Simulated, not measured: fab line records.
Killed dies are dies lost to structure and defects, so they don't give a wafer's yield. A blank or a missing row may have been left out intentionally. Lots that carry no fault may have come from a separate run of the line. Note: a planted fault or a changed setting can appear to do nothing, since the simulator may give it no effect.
Which of the tools did it? / flow berkeley_cmos170 / 14 lots with 42 wafers sampled at 3 steps, on a route of 331 steps

## WHAT THE GAUGES SHOWED, per wafer
UCB170_NWELL_THK_MEAS_02.
lot=L686; measured=day 1 23:04; on=film_metro-01; NWELL_OXIDE_THK (nm)=26.4 26.4 26.1
lot=L688; measured=day 2 14:47; on=film_metro-04; NWELL_OXIDE_THK (nm)=26.4 26.6 26.3
lot=L689; measured=day 2 14:48; on=film_metro-03; NWELL_OXIDE_THK (nm)=26.7 26.5 26.7
lot=L690; measured=day 2 23:59; on=film_metro-04; NWELL_OXIDE_THK (nm)=27.7 27.0 27.3
lot=L691; measured=day 3 07:11; on=film_metro-01; NWELL_OXIDE_THK (nm)=27.4 27.5 27.5
lot=L692; measured=day 3 07:11; on=film_metro-04; NWELL_OXIDE_THK (nm)=26.5 26.5 26.9
lot=L693; measured=day 3 20:00; on=film_metro-04; NWELL_OXIDE_THK (nm)=26.3 26.8 26.7
lot=L695; measured=day 3 20:00; on=film_metro-01; NWELL_OXIDE_THK (nm)=27.1 26.9 27.1
lot=L697; measured=day 4 08:11; on=film_metro-04; NWELL_OXIDE_THK (nm)=26.5 25.8 26.1
lot=L696; measured=day 4 08:12; on=film_metro-03; NWELL_OXIDE_THK (nm)=26.2 26.5 26.1
lot=L698; measured=day 4 14:53; on=film_metro-01; NWELL_OXIDE_THK (nm)=26.7 26.4 26.3
lot=L703; measured=day 5 13:02; on=film_metro-04; NWELL_OXIDE_THK (nm)=25.8 26.8 26.3
lot=L704; measured=day 5 21:18; on=film_metro-04; NWELL_OXIDE_THK (nm)=26.1 26.5 26.7
lot=L708; measured=day 6 14:26; on=film_metro-04; NWELL_OXIDE_THK (nm)=27.2 27.5 27.1

UCB170_GATE_THK_MEAS_02.
lot=L686; measured=day 6 18:28; on=film_metro-04; GATE_OXIDE_THK (nm)=6.42 6.48 6.47
lot=L688; measured=day 7 07:32; on=film_metro-03; GATE_OXIDE_THK (nm)=6.56 6.44 6.62
lot=L689; measured=day 7 07:33; on=film_metro-04; GATE_OXIDE_THK (nm)=6.51 6.44 6.47
lot=L690; measured=day 7 20:19; on=film_metro-02; GATE_OXIDE_THK (nm)=6.37 6.36 6.35
lot=L691; measured=day 7 20:19; on=film_metro-03; GATE_OXIDE_THK (nm)=6.51 6.52 6.48
lot=L692; measured=day 7 20:19; on=film_metro-04; GATE_OXIDE_THK (nm)=6.47 6.40 6.46
lot=L693; measured=day 8 18:13; on=film_metro-04; GATE_OXIDE_THK (nm)=6.64 6.71 6.65
lot=L695; measured=day 8 18:17; on=film_metro-04; GATE_OXIDE_THK (nm)=6.82 6.59 6.61
lot=L697; measured=day 9 01:20; on=film_metro-02; GATE_OXIDE_THK (nm)=6.41 6.61 6.48
lot=L696; measured=day 9 01:22; on=film_metro-03; GATE_OXIDE_THK (nm)=6.61 6.41 6.43
lot=L698; measured=day 9 06:07; on=film_metro-04; GATE_OXIDE_THK (nm)=6.61 6.57 6.66
lot=L703; measured=day 10 12:27; on=film_metro-03; GATE_OXIDE_THK (nm)=6.53 6.42 6.34
lot=L704; measured=day 10 12:26; on=film_metro-02; GATE_OXIDE_THK (nm)=6.65 6.42 6.46
lot=L708; measured=day 11 13:59; on=film_metro-03; GATE_OXIDE_THK (nm)=6.52 6.50 6.77

## WHICH TOOL RAN EACH LOT (tool, then ch and the chambers of the sampled wafers, then the start)
lot=L686; UCB170_PWELL_IMPLANT_15=implanter-02 ch 0, day 3 05:17
lot=L688; UCB170_PWELL_IMPLANT_15=implanter-02 ch 0, day 3 23:32
lot=L689; UCB170_PWELL_IMPLANT_15=implanter-01 ch 0, day 3 23:32
lot=L690; UCB170_PWELL_IMPLANT_15=implanter-04 ch 0, day 4 07:12
lot=L691; UCB170_PWELL_IMPLANT_15=implanter-01 ch 0, day 4 11:49
lot=L692; UCB170_PWELL_IMPLANT_15=implanter-02 ch 0, day 4 12:01
lot=L693; UCB170_PWELL_IMPLANT_15=implanter-01 ch 0, day 5 02:21
lot=L695; UCB170_PWELL_IMPLANT_15=implanter-04 ch 0, day 5 02:13
lot=L697; UCB170_PWELL_IMPLANT_15=implanter-02 ch 0, day 5 11:20
lot=L696; UCB170_PWELL_IMPLANT_15=implanter-04 ch 0, day 5 11:46
lot=L698; UCB170_PWELL_IMPLANT_15=implanter-01 ch 0, day 5 19:09
lot=L703; UCB170_PWELL_IMPLANT_15=implanter-01 ch 0, day 6 19:01
lot=L704; UCB170_PWELL_IMPLANT_15=implanter-01 ch 0, day 7 01:20
lot=L708; UCB170_PWELL_IMPLANT_15=implanter-04 ch 0, day 7 22:37
- UCB170_PWELL_IMPLANT_15

## AS READ BY THE TOOLS THEMSELVES (means over the sampled wafers that have a number; for cases with no such wafer, the mark the record gives instead)
UCB170_PWELL_IMPLANT_15.
lot=L686; tool=implanter-02; tilt_deg (degrees)=6.991
lot=L688; tool=implanter-02; tilt_deg (degrees)=6.990
lot=L689; tool=implanter-01; tilt_deg (degrees)=7.012
lot=L690; tool=implanter-04; tilt_deg (degrees)=7.030
lot=L691; tool=implanter-01; tilt_deg (degrees)=6.984
lot=L692; tool=implanter-02; tilt_deg (degrees)=6.998
lot=L693; tool=implanter-01; tilt_deg (degrees)=7.018
lot=L695; tool=implanter-04; tilt_deg (degrees)=7.002
lot=L697; tool=implanter-02; tilt_deg (degrees)=6.993
lot=L696; tool=implanter-04; tilt_deg (degrees)=7.006
lot=L698; tool=implanter-01; tilt_deg (degrees)=6.986
lot=L703; tool=implanter-01; tilt_deg (degrees)=4.970
lot=L704; tool=implanter-01; tilt_deg (degrees)=4.981
lot=L708; tool=implanter-04; tilt_deg (degrees)=6.974

## THE ANSWER, worked out from the rows above alone
Rule: the usual values come from the lots themselves. The widest of any qualifying gaps counts: lots, ordered by their means at a reading, are off when they make up no more than a third of the lots, leave a main group of 4 or more, and stand apart from it by 3 or more times the standard deviation of that group's means. If all means in a main group match to the digits the tables above print for the reading, that group is not used. A lot without any number at a reading at which 4 lots or more have one is off too. The other lots that the step has rows for count as sound. The gauges are gone through in route order, then the tools' own readings, and for those a lot's mean is taken as printed above. At the first step where some lot is off, the reading lying furthest off is the one used; lots without a number count as furthest.
Off at UCB170_PWELL_IMPLANT_15 (tilt_deg): L703, L704. The main group: mean 6.999 degrees, standard deviation 0.015.
A tool fits if, at that step or a process step before it, it ran every lot that is off, and no sound lot after the first of them. One fits: UCB170_PWELL_IMPLANT_15 on implanter-01. Its last sound lot is L698 (day 5 19:09), its first lot that is off L703 (day 6 19:01): a fault that began between those two fits.
The tool's own readings at UCB170_PWELL_IMPLANT_15 bear it out: on the lots that are off they differ by more than 5 times the standard deviation of the sound lots' means. tilt_deg reads 4.976 degrees there against 6.999 degrees on the sound lots.

## WHAT THE SIMULATOR HAD PUT IN
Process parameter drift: implanter-01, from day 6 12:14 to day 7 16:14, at UCB170_PWELL_IMPLANT_15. A move of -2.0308 in setting tilt_deg, from 7. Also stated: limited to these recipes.
Shown lots that were struck: L703, L704. The rule above reached the same finding.
